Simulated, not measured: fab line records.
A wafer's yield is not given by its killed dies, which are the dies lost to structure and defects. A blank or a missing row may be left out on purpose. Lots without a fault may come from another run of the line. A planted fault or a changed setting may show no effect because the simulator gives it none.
What tool caused it? :: flow rit_cmos :: Sampling: 14 lots, 42 wafers, 3 of 202 route steps

== WHAT THE GAUGES READ, wafer by wafer ==
RIT_NLDD_TW_MEAS_10. Usual: NLDD_TW typically reads 2490, with standard deviation 21.
lot: L208
measured: day 3 08:50
on: film_metro-02
NLDD_TW: 2503 2504 2493
flag: 

lot: L210
measured: day 3 11:16
on: film_metro-04
NLDD_TW: 2482 2466 2470
flag: 

lot: L209
measured: day 3 11:30
on: film_metro-02
NLDD_TW: 2491 2497 2489
flag: 

lot: L211
measured: day 3 16:11
on: film_metro-02
NLDD_TW: 2516 2500 2510
flag: 

lot: L212
measured: day 4 00:07
on: film_metro-03
NLDD_TW: 2523 2519 2509
flag: 

lot: L213
measured: day 4 00:53
on: film_metro-04
NLDD_TW: 2472 2480 2462
flag: 

lot: L214
measured: day 4 04:36
on: film_metro-04
NLDD_TW: 2479 2471 2488
flag: 

lot: L215
measured: day 4 15:44
on: film_metro-03
NLDD_TW: 2503 2510 2509
flag: 

lot: L217
measured: day 4 18:16
on: film_metro-02
NLDD_TW: 2489 2494 2486
flag: 

lot: L216
measured: day 4 21:19
on: film_metro-03
NLDD_TW: 2518 2529 2505
flag: 

lot: L218
measured: day 5 04:29
on: film_metro-04
NLDD_TW: 2771 2755 2762
flag: OFF

lot: L219
measured: day 5 10:55
on: film_metro-03
NLDD_TW: 2811 2819 2825
flag: OFF

lot: L220
measured: day 5 13:23
on: film_metro-02
NLDD_TW: 2794 2787 2791
flag: OFF

lot: L221
measured: day 5 17:38
on: film_metro-04
NLDD_TW: 2773 2763 2772
flag: OFF

RIT_SDANNEAL_RS_MEAS_07: the measuring method here is four-point-probe. Usual: NLDD_RS typically reads 151.5 ohm/sq, with standard deviation 0.51.
lot: L208
measured: day 3 16:50
on: film_metro-04
NLDD_RS (ohm/sq): 151.7 151.7 151.5
flag: 

lot: L210
measured: day 3 20:02
on: film_metro-04
NLDD_RS (ohm/sq): 150.9 151.6 151.1
flag: 

lot: L209
measured: day 3 19:31
on: film_metro-02
NLDD_RS (ohm/sq): 151.9 152.0 151.9
flag: 

lot: L211
measured: day 4 00:39
on: film_metro-02
NLDD_RS (ohm/sq): 151.1 150.8 151.2
flag: 

lot: L212
measured: day 4 08:13
on: film_metro-02
NLDD_RS (ohm/sq): 150.8 151.2 150.8
flag: 

lot: L213
measured: day 4 08:41
on: film_metro-04
NLDD_RS (ohm/sq): 151.7 151.6 151.9
flag: 

lot: L214
measured: day 4 12:22
on: film_metro-02
NLDD_RS (ohm/sq): 151.4 151.5 151.5
flag: 

lot: L215
measured: day 4 23:37
on: film_metro-02
NLDD_RS (ohm/sq): 152.8 152.3 152.9
flag: 

lot: L217
measured: day 5 02:01
on: film_metro-04
NLDD_RS (ohm/sq): 151.7 151.1 151.7
flag: 

lot: L216
measured: day 5 06:09
on: film_metro-03
NLDD_RS (ohm/sq): 150.7 150.9 150.7
flag: 

lot: L218
measured: day 5 12:20
on: film_metro-03
NLDD_RS (ohm/sq): 207.4 207.7 208.1
flag: OFF

lot: L219
measured: day 5 19:00
on: film_metro-04
NLDD_RS (ohm/sq): 208.3 207.9 208.1
flag: OFF

lot: L220
measured: day 5 21:15
on: film_metro-02
NLDD_RS (ohm/sq): 209.9 209.2 209.2
flag: OFF

lot: L221
measured: day 6 01:47
on: film_metro-04
NLDD_RS (ohm/sq): 208.5 208.7 208.1
flag: OFF

== EACH LOT AND THE TOOL THAT RAN IT (in order: tool; ch and the chambers of the sampled wafers; start) ==
lot: L208
RIT_NLDD_IMPLANT_08: implanter-04 ch 0, day 3 08:31

lot: L210
RIT_NLDD_IMPLANT_08: implanter-01 ch 0, day 3 10:58

lot: L209
RIT_NLDD_IMPLANT_08: implanter-04 ch 0, day 3 11:13

lot: L211
RIT_NLDD_IMPLANT_08: implanter-04 ch 0, day 3 15:52

lot: L212
RIT_NLDD_IMPLANT_08: implanter-04 ch 0, day 3 23:47

lot: L213
RIT_NLDD_IMPLANT_08: implanter-04 ch 0, day 4 00:34

lot: L214
RIT_NLDD_IMPLANT_08: implanter-01 ch 0, day 4 04:18

lot: L215
RIT_NLDD_IMPLANT_08: implanter-02 ch 0, day 4 15:23

lot: L217
RIT_NLDD_IMPLANT_08: implanter-04 ch 0, day 4 17:58

lot: L216
RIT_NLDD_IMPLANT_08: implanter-02 ch 0, day 4 20:59

lot: L218
RIT_NLDD_IMPLANT_08: implanter-02 ch 0, day 5 04:09

lot: L219
RIT_NLDD_IMPLANT_08: implanter-01 ch 0, day 5 10:35

lot: L220
RIT_NLDD_IMPLANT_08: implanter-01 ch 0, day 5 13:03

lot: L221
RIT_NLDD_IMPLANT_08: implanter-02 ch 0, day 5 17:20
- RIT_NLDD_IMPLANT_08

== AS READ BY THE TOOLS THEMSELVES (means over the sampled wafers that have a number; for cases with no such wafer, the mark the record gives instead) ==
RIT_NLDD_IMPLANT_08. Usual: beam_energy_keV at 20.001, with a standard deviation of 0.0068.
lot: L208
tool: implanter-04
beam_energy_keV: 19.997
flag: 

lot: L210
tool: implanter-01
beam_energy_keV: 20.000
flag: 

lot: L209
tool: implanter-04
beam_energy_keV: 20.002
flag: 

lot: L211
tool: implanter-04
beam_energy_keV: 19.991
flag: 

lot: L212
tool: implanter-04
beam_energy_keV: 19.999
flag: 

lot: L213
tool: implanter-04
beam_energy_keV: 20.006
flag: 

lot: L214
tool: implanter-01
beam_energy_keV: 19.994
flag: 

lot: L215
tool: implanter-02
beam_energy_keV: 20.006
flag: 

lot: L217
tool: implanter-04
beam_energy_keV: 20.005
flag: 

lot: L216
tool: implanter-02
beam_energy_keV: 20.008
flag: 

lot: L218
tool: implanter-02
beam_energy_keV: 20.000
flag: 

lot: L219
tool: implanter-01
beam_energy_keV: 20.000
flag: 

lot: L220
tool: implanter-01
beam_energy_keV: 20.002
flag: 

lot: L221
tool: implanter-02
beam_energy_keV: 20.000
flag: 

== THE ANSWER, worked out from the rows above alone ==
Rule: a lot counts as off when the mean over its wafers that have a number is more than 3 standard deviations away from the usual mean. Also off: a lot with no number at a reading for which 4 or more lots have one. Any other lot the step has rows for is counted as sound. First the gauges in route order, then the tools' own readings, where a lot's mean is used as printed above. The first step at which some lot is off is used, and at that step the reading that is off furthest; a lot without a number counts as furthest.
Off: L218, L219, L220, L221, at RIT_NLDD_TW_MEAS_10 (NLDD_TW).
If a tool, at a process step before that reading, ran all the lots that are off and no sound lot after the first of them, it fits. Those tools and the gauges at RIT_NLDD_TW_MEAS_10 are tried in the same way. Not one of the candidates tried fits.

== WHAT THE SIMULATOR HAD PUT IN ==
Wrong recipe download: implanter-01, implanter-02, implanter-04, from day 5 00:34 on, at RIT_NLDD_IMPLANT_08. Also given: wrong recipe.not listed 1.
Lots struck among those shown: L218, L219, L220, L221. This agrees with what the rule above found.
